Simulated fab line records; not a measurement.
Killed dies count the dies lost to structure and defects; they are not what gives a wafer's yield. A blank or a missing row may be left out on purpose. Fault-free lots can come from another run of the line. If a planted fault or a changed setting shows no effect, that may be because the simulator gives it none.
Problem report in the 8D (eight disciplines) form, filled by code ; flow berkeleyCmos170 ; the parts of the form that need people (team, actions taken, sign-off) are left out

1. THE PROBLEM
Wafers free of any fault read 0.03243 ohm/sq (standard deviation 0.0003) for M2_AL_RS at UCB170_M2_RS_MEAS_02, against a mean of 0.02719 ohm/sq on 6 wafers of 2 lots. Relative to the usual mean, that is a shift of -17 standard deviations.
The step: measures by four-point-probe.
Earliest sighting: wafer L982.3 on filmMetro-01 at day 10 23:34. Wafers with a number at this step in the record: 42, from 14 lots. Rule for "out" (also "out of limits"): further than 4 standard deviations from the usual mean. The other wafers with a number count as sound.

2. WHAT IT IS; WHAT IT IS NOT
question;is;is not
which readings at this step;M2_AL_RS;-
which lots;L982, L984;L968, L969, L970, L971, L972, L975, L976, L977, L980, L988, L989, L990
which wafers of those lots;all that have a number;-
read on which gauges;filmMetro-01;filmMetro-02, filmMetro-04
when;from day 10 23:34;"up to then (27 sound wafers); but 9 sound wafers of L988, L989, L990 came after"

3. SUSPECTS, AND WHAT RULES EACH OUT
Counting: a tool at any process step up to the reading remains a suspect when it ran all the lots that are out and ran no sound lot after the first of those.
- the gauge at UCB170_M2_RS_MEAS_02 has been ruled out. All the wafers that are out were read on filmMetro-01, but those of them that UCB170_M2_METAL_ETCH_18 has rows for are out there too, on other tools.
- plasmaAsher-02 at UCB170_CONTACT_STRIP_19 (strips in O2): ruled out as a lasting fault. Following L982 (day 10 14:52), the first lot on it that is out, the sound lots L989, L990 were run on it.
- pvdSputter-03 at UCB170_M2_SPUTTER_01 (material Al, target thk 900 nm, time 120 s): kept. It ran every lot that is out, first L982 (day 10 23:26), and no sound lot after that; its last sound lot up to then is L977 (day 9 17:14).
Remaining after the count: pvdSputter-03 at UCB170_M2_SPUTTER_01.

4. THE CAUSE (what the simulator had put in)
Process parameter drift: pvdSputter-03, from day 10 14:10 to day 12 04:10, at UCB170_M2_SPUTTER_01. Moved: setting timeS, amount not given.
Counting left only this tool.

5. THE CHAIN OF EFFECTS, in route order
One row per reading whose mean, taken over the struck wafers that have a number, lies over 3 standard deviations from the usual. Scope: only readings with a usual standard deviation given in the record; hours: median across lots of the time from each lot's start at the first step in this table that gives one to its start at this step; sigmas: change in usual standard deviations.
hours;step;reading;usual;on struck wafers;change;sigmas
0;UCB170_M2_RS_MEAS_02;M2_AL_RS;0.03243 ohm/sq;0.02719;-0.00524;-17
0;UCB170_M2_THK_MEAS_03;M2_AL_THK;870 nm;1032;+162;+19
3;UCB170_M2_METAL_ETCH_18;oesProductAu;0.856 a.u.;0.948;+0.092;+7.0
It contains these process steps:
- UCB170_M2_METAL_ETCH_18: etches Al in Cl2/BCl3, stops on SiO2, target depth 1170 nm, time 195 s.

6. HOW IT WOULD HAVE BEEN CAUGHT EARLIER
9 hours passed between the start of the fault at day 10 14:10 and the first reading out of limits at a measuring or inspecting step in this record, taken at day 10 23:34.
Of the tool readings at UCB170_M2_SPUTTER_01 for which the record gives a usual standard deviation, none was out on any struck wafer, so an alarm limit of 4 standard deviations on them would not have fired.
L984, from the lots that are out (2), started UCB170_M2_SPUTTER_01 on pvdSputter-03 later than day 10 23:34. A tool hold placed at that time would have kept it from harm.
